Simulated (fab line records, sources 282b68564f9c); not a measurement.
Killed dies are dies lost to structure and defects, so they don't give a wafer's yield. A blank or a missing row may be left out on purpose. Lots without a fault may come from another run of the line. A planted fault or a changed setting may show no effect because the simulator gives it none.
Split-lot experiment | flow rit_cmos | 5 lots, 23 wafers read, on a route of 202 steps

THE SPLIT
At RIT_M1_COAT_04 (resist thk 1300 nm), the setting resist_thk_nm was moved away from the recipe's 1300 nm on 7 of the 23 wafers read, by -4.5% to -1.7%. The other wafers ran this setting at the recipe's value.

FROM THE SPLIT TO THE READING: what the file shows between them, 3 steps
- RIT_M1_METAL_ETCH_12: etches Al in Cl2/BCl3, stops on SiO2, time 165 s, target depth 600 nm (also split here: over_etch_frac)
- RIT_M1_STRIP_13: strips in nmp, time 600 s
- RIT_M1_STRIP_14: strips in O2, time 180 s

THE READING
cd_nm, in nm, at RIT_M1_CD_MEAS_90 (target cd 2600 nm). Fault-free wafers of this fab line usually give 2600.3 nm, standard deviation 2.1 nm.

wafer  | tool, chamber at the split | resist_thk_nm as run, nm | against the recipe | cd_nm, nm | against lot-mates on the recipe
L074.1 | litho_track-03, 0          | 1300                     | recipe             | 2599.8    | -
L074.2 | litho_track-03, 0          | 1242                     | -4.5%              | 2592.1    | -7.3
L074.3 | litho_track-03, 0          | 1242                     | -4.5%              | 2591.0    | -8.4
L074.4 | litho_track-03, 0          | 1300                     | recipe             | 2599.1    | -
L074.6 | litho_track-03, 0          | 1242                     | -4.5%              | 2592.5    | -6.9
L077.1 | litho_track-02, 0          | 1278                     | -1.7%              | 2600.6    | -0.3
L077.2 | litho_track-02, 0          | 1300                     | recipe             | 2602.4    | -
L077.3 | litho_track-02, 0          | 1278                     | -1.7%              | 2599.6    | -1.3
L077.4 | litho_track-02, 0          | 1300                     | recipe             | 2600.2    | -
L077.6 | litho_track-02, 0          | 1300                     | recipe             | 2600.2    | -
L078.1 | litho_track-01, 0          | 1300                     | recipe             | 2599.7    | -
L078.2 | litho_track-01, 0          | 1246                     | -4.2%              | 2591.5    | -9.2
L078.3 | litho_track-01, 0          | 1246                     | -4.2%              | 2595.5    | -5.2
L078.4 | litho_track-01, 0          | 1300                     | recipe             | 2602.8    | -
L078.5 | litho_track-01, 0          | 1300                     | recipe             | 2599.7    | -
L079.2 | litho_track-01, 0          | 1300                     | recipe             | 2596.6    | -
L079.5 | litho_track-01, 0          | 1300                     | recipe             | 2599.9    | -
L079.6 | litho_track-01, 0          | 1300                     | recipe             | 2599.3    | -
L081.1 | litho_track-02, 0          | 1300                     | recipe             | 2601.1    | -
L081.2 | litho_track-02, 0          | 1300                     | recipe             | 2597.5    | -
L081.3 | litho_track-02, 0          | 1300                     | recipe             | 2601.2    | -
L081.4 | litho_track-02, 0          | 1300                     | recipe             | 2602.9    | -
L081.5 | litho_track-02, 0          | 1300                     | recipe             | 2601.1    | -

THE FIT
A straight line over all 23 wafers: cd_nm changes by +1.73 nm for each +1% of resist_thk_nm; r = +0.87; the points scatter about the line by 1.8 nm.
The same after taking each lot's own level away (the mean of its wafers on the recipe; 23 wafers): +1.68 nm for each +1%; r = +0.90; scatter 1.5 nm.
On that fit, the largest move of resist_thk_nm shifts the reading by 7.5 nm.
The lots' own levels span 2598.60 to 2600.93 nm, that is 1.1 times the standard deviation above.
So the lot-to-lot level changes the slope little: the two slopes agree.
Check: with one of the wafers moved furthest among these (-4.5%) left out of the fit, the line predicts -7.36 nm for it against its lot-mates. It came out at -7.35 nm against them.

OTHER SPLITS ON THESE WAFERS
These wafers also went through other splits before the reading. Each is held against what the fit with the lots' levels taken away leaves over:
other split on the same wafers      | wafers away from the commonest value | r with cd_nm (lot level and that fit taken away)
RIT_M1_SPUTTER_00 time_s            | 10                                   | +0.06
RIT_M1_METAL_ETCH_12 over_etch_frac | 6                                    | -0.43

THE FILE'S OWN FIT
cd_nm changes by +1.64 nm for each +1% of resist_thk_nm, r = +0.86.
